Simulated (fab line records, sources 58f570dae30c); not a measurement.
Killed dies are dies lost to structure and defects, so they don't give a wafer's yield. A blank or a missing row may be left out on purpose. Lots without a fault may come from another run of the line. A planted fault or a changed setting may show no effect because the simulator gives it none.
fab line records | flow berkeley_cmos170
record lots=14 wafers=42 last_day=12
route steps=331 shown SPACER@171 M1@249 V2@305 M3@325
lots that met no fault: from a run of the same line without faults
start_h: hours from the record's first day to the start of the lot's first wafer shown | wait_h: hours since the lot's step before | " the same as in the row above | L1.1+2: a row that stands for several wafers | - no value, or no start given | * or withheld: withheld | < > ~ a bound
route shown NAME@n: a module of which the file shows steps, and the number in the route of the first | usual: mean/standard deviation of fault-free wafers | same: alike in all rows | chamber/n: place in a boat | sites: the reading at each site | _std_site: their standard deviation | _edge_site: outer sites' mean less inner sites' | radius_mm: how far each site lies from the wafer's centre | mask NAME#n: copy n | behind: the tool/chamber that last shaped the wafer | hold: why the lot was held/for how many hours/how that ended | device: the transistor (n, p or np) that didn't switch | end of line: the same wafers' tests at the end of the route | a step without rows: its recipe alone | killed: dies lost to structure and defects at the first sort, not the wafer's yield | map: a wafer's dies, x killed, . not, _ none there
set.NAME: the setting as run; set.NAME@STEP: as run at that earlier step | model.NAME: the simulator's own value behind a step, which no gauge read
steps of the route over a sample of lots; a table a step, a row a wafer
services: from which hour (start_h, from the record's first day; less than 0 if before it) a tool's chamber was out of use, for how many hours, and why
## steps
# step UCB170_SPACER_CVD_00
# recipe material=SiO2 target_thk_nm=376 temp_c=390 precursor=TEOS/O2 time_s=47 rf_w=550 pressure_mtorr=9000
# usual heater_power_w=284/48
# columns lot.wafer tool chamber start_h wait_h heater_power_w
L522.1 pecvd-04 2 140.09 0.0 292
L522.2 " 1 " " 189
L522.3 " 0 " " 232
L524.3 pecvd-01 1 163.07 0.0 280
L524.4 " 0 " " 329
L524.6 " 1 " " 284
L525.3 pecvd-04 2 168.35 0.0 302
L525.5 " 1 " " 194
L525.6 " 2 " " 327
L526.1 pecvd-01 0 168.81 0.0 317
L526.5 " 1 " " 312
L526.6 " 0 " " 335
L529.4 pecvd-03 1 189.80 0.0 302
L529.5 " 2 " " 355
L529.6 " 0 " " 290
L528.1 pecvd-01 0 190.94 0.0 316
L528.3 " 1 " " 271
L528.5 " 1 " " 288
L531.1 pecvd-01 0 194.17 0.0 339
L531.2 " 1 " " 300
L531.3 " 1 " " 311
L539.1 pecvd-04 2 225.64 0.0 349
L539.2 " 1 " " 241
L539.6 " 1 " " 250
L536.1 pecvd-03 1 226.96 0.0 219
L536.2 " 2 " " 361
L536.3 " 0 " " 230
L537.1 pecvd-04 0 227.23 0.0 291
L537.2 " 2 " " 268
L537.5 " 2 " " 284
L540.2 pecvd-03 1 250.06 0.0 270
L540.3 " 2 " " 279
L540.4 " 0 " " 310
L543.1 pecvd-03 2 255.32 0.0 364
L543.4 " 2 " " 376
L543.5 " 0 " " 263
L544.4 pecvd-01 2 255.42 0.0 242
L544.5 " 0 " " 302
L544.6 " 1 " " 339
L542.1 pecvd-03 2 255.73 0.0 352
L542.4 " 2 " " 360
L542.5 " 2 " " 377
# step UCB170_SPACER_THK_MEAS_01
# recipe reads=SiO2_of_SPACER_CVD_00
# usual SPACER_TEOS_THK=376/4.6
# columns lot.wafer tool chamber start_h wait_h SPACER_TEOS_THK[nm]
L522.1 film_metro-02 - 140.14 0.0 372
L522.2 " - " " 366
L522.3 " - " " 371
L524.3 film_metro-01 - 163.13 0.0 371
L524.4 " - " " 381
L524.6 " - " " 376
L525.3 film_metro-02 - 168.41 0.0 378
L525.5 " - " " 379
L525.6 " - " " 382
L526.1 film_metro-02 - 168.85 0.0 375
L526.5 " - " " 374
L526.6 " - " " 380
L529.4 film_metro-02 - 189.85 0.0 376
L529.5 " - " " 383
L529.6 " - " " 373
L528.1 film_metro-02 - 191.00 0.0 398
L528.3 " - " " 402
L528.5 " - " " 400
L531.1 film_metro-02 - 194.24 0.0 395
L531.2 " - " " 396
L531.3 " - " " 401
L539.1 film_metro-02 - 225.68 0.0 379
L539.2 " - " " 376
L539.6 " - " " 379
L536.1 film_metro-01 - 227.00 0.0 382
L536.2 " - " " 379
L536.3 " - " " 382
L537.1 film_metro-02 - 227.28 0.0 375
L537.2 " - " " 379
L537.5 " - " " 385
L540.2 film_metro-03 - 250.12 0.0 371
L540.3 " - " " 370
L540.4 " - " " 372
L543.1 film_metro-02 - 255.36 0.0 373
L543.4 " - " " 376
L543.5 " - " " 375
L544.4 film_metro-01 - 255.47 0.0 378
L544.5 " - " " 372
L544.6 " - " " 369
L542.1 film_metro-02 - 255.79 0.0 374
L542.4 " - " " 379
L542.5 " - " " 375
# step UCB170_SPACER_ETCHBACK_03
# recipe stop_on=Si target=SiO2 chemistry=CHF3/CF4/Ar CHF3_flow_sccm=50 cf4_flow_sccm=10 Ar_flow_sccm=120 pressure_mtorr=200 rf_w=500 target_depth_a=3760 time_s=100
# usual drypump_motor_current_A=5.8/0.54 oes_product_au=0.896/0.013 throttle_valve_pct=6.46/0.13
# columns lot.wafer tool chamber start_h wait_h drypump_motor_current_A oes_product_au rf_hours_counter_h throttle_valve_pct
L522.1 rie_diel-04 2 145.85 0.0 6.0 0.927 151 6.60
L522.2 " 3 " " 5.8 0.881 57 6.41
L522.3 " 1 " " 4.8 0.898 101 6.69
L524.3 rie_diel-02 0 168.50 0.0 6.6 0.882 14 6.28
L524.4 " 2 " " 6.2 0.903 51 6.38
L524.6 " 0 " " 6.6 0.891 - 6.28
L525.3 rie_diel-02 0 175.40 0.0 6.6 0.893 14 6.27
L525.5 " 2 " " 6.2 0.892 - 6.37
L525.6 " 3 " " 6.3 0.898 - 6.38
L526.1 rie_diel-03 3 175.40 0.0 5.6 0.911 136 6.25
L526.5 " 1 " " 5.7 0.886 - 6.38
L526.6 " 3 " " 5.6 0.915 - 6.24
L528.1 rie_diel-02 3 194.16 0.0 6.3 0.920 20 6.39
L528.3 " 2 " " 6.2 0.937 52 6.38
L528.5 " 1 " " 5.8 0.944 - 6.60
L529.4 rie_diel-04 2 194.16 0.0 6.0 0.892 0 6.62
L529.5 " 0 " " 5.8 0.904 - 6.53
L529.6 " 3 " " 5.8 0.897 - 6.40
L531.1 rie_diel-03 3 199.76 0.0 5.6 0.945 138 6.26
L531.2 " 2 " " 5.2 0.939 0 6.36
L531.3 " 1 " " 5.7 0.930 84 6.38
L536.1 rie_diel-03 2 231.15 0.0 5.1 0.913 1 6.35
L536.2 " 0 " " 4.8 0.888 85 6.54
L536.3 " 1 " " 5.7 0.903 86 6.38
L539.1 rie_diel-04 2 231.15 0.0 6.0 0.889 2 6.61
L539.2 " 1 " " 4.8 0.900 105 6.70
L539.6 " 0 " " 5.8 0.886 - 6.52
L537.1 rie_diel-04 0 231.22 0.1 5.8 0.895 19 6.52
L537.2 " 3 " " 5.8 0.897 62 6.41
L537.5 " 0 " " 5.8 0.907 - 6.55
L540.2 rie_diel-02 1 253.89 0.0 5.8 0.909 115 6.58
L540.3 " 2 " " 6.2 0.874 55 6.37
L540.4 " 3 " " 6.3 0.876 23 6.39
L542.1 rie_diel-03 3 260.32 0.0 5.6 0.899 0 6.25
L542.4 " 1 " " 5.7 0.897 - 6.40
L542.5 " 3 " " 5.6 0.897 - 6.25
L543.1 rie_diel-02 0 260.32 0.0 6.6 0.894 18 6.28
L543.4 " 1 " " 5.8 0.908 116 6.58
L543.5 " 1 " " 5.8 0.920 - 6.59
L544.4 rie_diel-04 0 260.32 0.0 5.9 0.878 21 6.52
L544.5 " 1 " " 4.8 0.898 - 6.68
L544.6 " 0 " " 5.9 0.879 - 6.51
# step UCB170_M1_ETCH_11
# recipe chemistry=N2/H2 target_depth_a=withheld overetch_a=withheld target=BARC time_s=withheld source_w=500 bias_w=100 pressure_mtorr=30 n2_flow_sccm=100 h2_flow_sccm=200
# usual bias_w=99.98/0.26 drypump_motor_current_A=5.8/0.55 oes_product_au=0.988/0.016 throttle_valve_pct=13.20/0.14
# columns lot.wafer tool chamber start_h wait_h bias_w drypump_motor_current_A oes_product_au throttle_valve_pct
L522.1 rie_diel-02 2 159.99 0.0 100.27 6.2 0.950 13.03
L522.2 " 0 " " 100.21 6.5 0.990 12.93
L522.3 " 3 " " 99.35 6.4 0.989 13.18
L524.3 rie_diel-01 3 180.57 0.0 99.91 5.3 1.005 13.39
L524.4 " 1 " " 99.86 5.4 0.984 13.21
L524.6 " 0 " " 100.31 5.9 1.000 13.20
L525.3 rie_diel-01 0 188.01 0.0 100.61 5.9 1.005 13.21
L525.5 " 1 " " 100.27 5.4 0.983 13.19
L525.6 " 0 " " 99.81 5.9 1.000 13.19
L526.1 rie_diel-03 1 188.74 0.0 100.14 5.7 0.964 13.16
L526.5 " 1 " " 100.55 5.7 0.970 13.17
L526.6 " 0 " " 99.87 4.8 0.992 13.37
L528.1 rie_diel-02 3 207.95 0.0 100.32 6.3 0.986 13.19
L528.3 " 1 " " 100.41 5.8 1.014 13.42
L528.5 " 2 " " 99.53 6.2 0.964 13.03
L529.4 rie_diel-03 1 208.63 0.0 99.68 5.7 0.972 13.15
L529.5 " 2 " " 99.97 5.2 0.985 13.14
L529.6 " 1 " " 100.05 5.7 0.973 13.15
L531.1 rie_diel-01 0 210.41 0.0 100.39 5.9 0.996 13.19
L531.2 " 2 " " 99.50 6.8 0.982 13.24
L531.3 " 3 " " 99.52 5.3 1.008 13.38
L539.1 rie_diel-01 3 246.90 0.0 100.16 5.3 1.003 13.38
L539.2 " 0 " " 100.17 5.9 1.003 13.20
L539.6 " 3 " " 100.09 5.4 1.012 13.40
L537.1 rie_diel-02 1 247.82 0.0 100.15 5.8 1.013 13.44
L537.2 " 0 " " 99.54 6.6 0.993 12.94
L537.5 " 1 " " 99.79 5.8 1.016 13.41
L536.1 rie_diel-01 2 248.14 0.0 100.13 6.8 0.964 13.29
L536.2 " 3 " " 100.45 5.3 0.990 13.40
L536.3 " 1 " " 100.39 5.4 0.976 13.20
L540.2 rie_diel-02 1 265.94 0.0 99.78 5.8 1.011 13.41
L540.3 " 0 " " 99.72 6.5 0.994 12.94
L540.4 " 2 " " 100.49 6.2 0.972 13.04
L543.1 rie_diel-01 2 272.28 0.0 100.22 6.8 0.954 13.29
L543.4 " 1 " " 100.17 5.4 0.980 13.20
L543.5 " 2 " " 99.90 6.8 0.969 13.29
L542.1 rie_diel-03 3 272.85 0.0 100.20 5.6 0.981 12.97
L542.4 " 3 " " 99.64 5.6 0.982 12.98
L542.5 " 1 " " 100.06 5.7 0.966 13.17
L544.4 rie_diel-03 1 276.13 0.0 100.19 5.7 0.965 13.16
L544.5 " 2 " " 99.77 5.2 0.996 13.15
L544.6 " 3 " " 99.81 5.6 0.974 12.98
# step UCB170_V2_OVL_MEAS_13
# usual V2_OVL=3/5.7
# columns lot.wafer tool chamber start_h wait_h V2_OVL[nm]
L522.1 overlay-01 - 171.91 0.1 0
L522.2 " - " " 1
L522.3 " - " " 2
L524.3 overlay-02 - 192.50 0.1 6
L524.4 " - " " 10
L524.6 " - " " 10
L525.3 overlay-01 - 198.95 0.1 -1
L525.5 " - " " -3
L525.6 " - " " 6
L526.1 overlay-02 - 201.24 0.1 1
L526.5 " - " " 1
L526.6 " - " " -3
L528.1 overlay-01 - 221.38 0.1 0
L528.3 " - " " 4
L528.5 " - " " 12
L529.4 overlay-01 - 221.90 0.1 10
L529.5 " - " " 15
L529.6 " - " " 6
L531.1 overlay-02 - 223.04 0.1 7
L531.2 " - " " 9
L531.3 " - " " 4
L539.1 overlay-02 - 257.54 0.1 -3
L539.2 " - " " 3
L539.6 " - " " 1
L537.1 overlay-02 - 258.78 0.1 -4
L537.2 " - " " 0
L537.5 " - " " -1
L536.1 overlay-01 - 259.19 0.1 12
L536.2 " - " " 5
L536.3 " - " " 8
L540.2 overlay-02 - 275.52 0.1 9
L540.3 " - " " 9
L540.4 " - " " 11
L543.1 overlay-02 - 282.95 0.1 6
L543.4 " - " " 6
L543.5 " - " " 5
L542.1 overlay-01 - 284.10 0.1 2
L542.4 " - " " -2
L542.5 " - " " -3
L544.4 overlay-02 - 287.27 0.1 -6
L544.5 " - " " -3
L544.6 " - " " -8
# step UCB170_M3_OVL_MEAS_16
# usual M3_OVL=0/5.7
# columns lot.wafer tool chamber start_h wait_h M3_OVL[nm]
L522.1 overlay-02 - 174.55 0.1 7
L522.2 " - " " 13
L522.3 " - " " 14
L524.3 overlay-01 - 196.59 0.1 -6
L524.4 " - " " -7
L524.6 " - " " -4
L525.3 overlay-02 - 201.59 0.1 6
L525.5 " - " " -4
L525.6 " - " " -2
L526.1 overlay-02 - 203.83 0.1 13
L526.5 " - " " 7
L526.6 " - " " 6
L528.1 overlay-02 - 225.21 0.1 6
L528.3 " - " " 7
L528.5 " - " " 6
L529.4 overlay-01 - 225.96 0.1 -7
L529.5 " - " " -7
L529.6 " - " " -6
L531.1 overlay-01 - 227.58 0.1 4
L531.2 " - " " -4
L531.3 " - " " 3
L539.1 overlay-02 - 260.04 0.1 3
L539.2 " - " " -1
L539.6 " - " " 7
L537.1 overlay-02 - 261.78 0.1 4
L537.2 " - " " 0
L537.5 " - " " 0
L536.1 overlay-02 - 262.33 0.1 -4
L536.2 " - " " -4
L536.3 " - " " -1
L540.2 overlay-02 - 279.05 0.1 4
L540.3 " - " " -4
L540.4 " - " " 6
L543.1 overlay-02 - 285.72 0.1 -5
L543.4 " - " " -11
L543.5 " - " " -2
L542.1 overlay-01 - 286.76 0.1 -9
L542.4 " - " " 2
L542.5 " - " " -4
L544.4 overlay-02 - 289.94 0.1 1
L544.5 " - " " 3
L544.6 " - " " 6
## services
# columns tool chamber start_h hours kind
pecvd-03 - 135.50 14.0 pm
rie_diel-04 0 137.20 10.8 repair
pecvd-01 - 140.73 1.9 repair
pecvd-03 - 158.90 1.2 repair
rie_diel-04 - 168.62 0.3 repair
rie_diel-03 2 171.98 - clean
rie_diel-03 2 171.98 26.5 scheduled_down
rie_diel-03 2 171.98 26.5 vent_cycle
pecvd-03 - 174.06 6.0 pm
pecvd-01 2 183.62 28.4 repair
rie_diel-04 - 188.62 0.2 repair
rie_diel-02 1 189.40 4.4 repair
rie_diel-01 2 217.69 - clean
rie_diel-03 3 230.98 - clean
rie_diel-03 3 230.98 20.0 scheduled_down
rie_diel-03 3 230.98 20.0 vent_cycle
pecvd-04 - 242.50 14.0 pm
pecvd-04 1 242.98 5.9 repair
rie_diel-03 0 244.19 34.4 repair
rie_diel-03 - 246.21 2.8 pm
pecvd-04 - 252.07 1.0 repair
pecvd-03 1 255.71 8.4 repair
rie_diel-04 - 261.44 4.3 pm
rie_diel-04 2 266.71 1.5 repair
## key
first_sign step=UCB170_SPACER_THK_MEAS_01 reading=SPACER_TEOS_THK direction=up sigmas=4.8 usual=376 struck=399
effect step=UCB170_SPACER_ETCHBACK_03 reading=oes_product_au direction=up sigmas=3 usual=0.896 struck=0.936
met_at UCB170_SPACER_CVD_00
struck_lots L528,L531
sort_left_out L528.1,L528.3,L528.5,L531.1,L531.2,L531.3
tester_left_out L528,L531
not_acting_at UCB170_M1_ETCH_11,UCB170_V2_OVL_MEAS_13,UCB170_M3_OVL_MEAS_16
onset_between 168.81 190.94
fault kind=process_parameter_drift tool=pecvd-01 chamber=- onset_h=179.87 steps=UCB170_SPACER_CVD_00 channel=target_thk_nm offset=22.579 shape=step end_h=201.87 acts_in=these_recipes_only stated=376
# tester_left_out: of these lots the tester's yield and bins aren't shown, on N5 and GAA mostly nor the transistor test; their killed dies are dies lost to structure and defects alone, not to doping, threshold or leakage, so they don't give the yield
# sort_left_out: the simulated sort isn't trusted on such a fault, so these wafers' sort isn't shown, and their yield isn't known
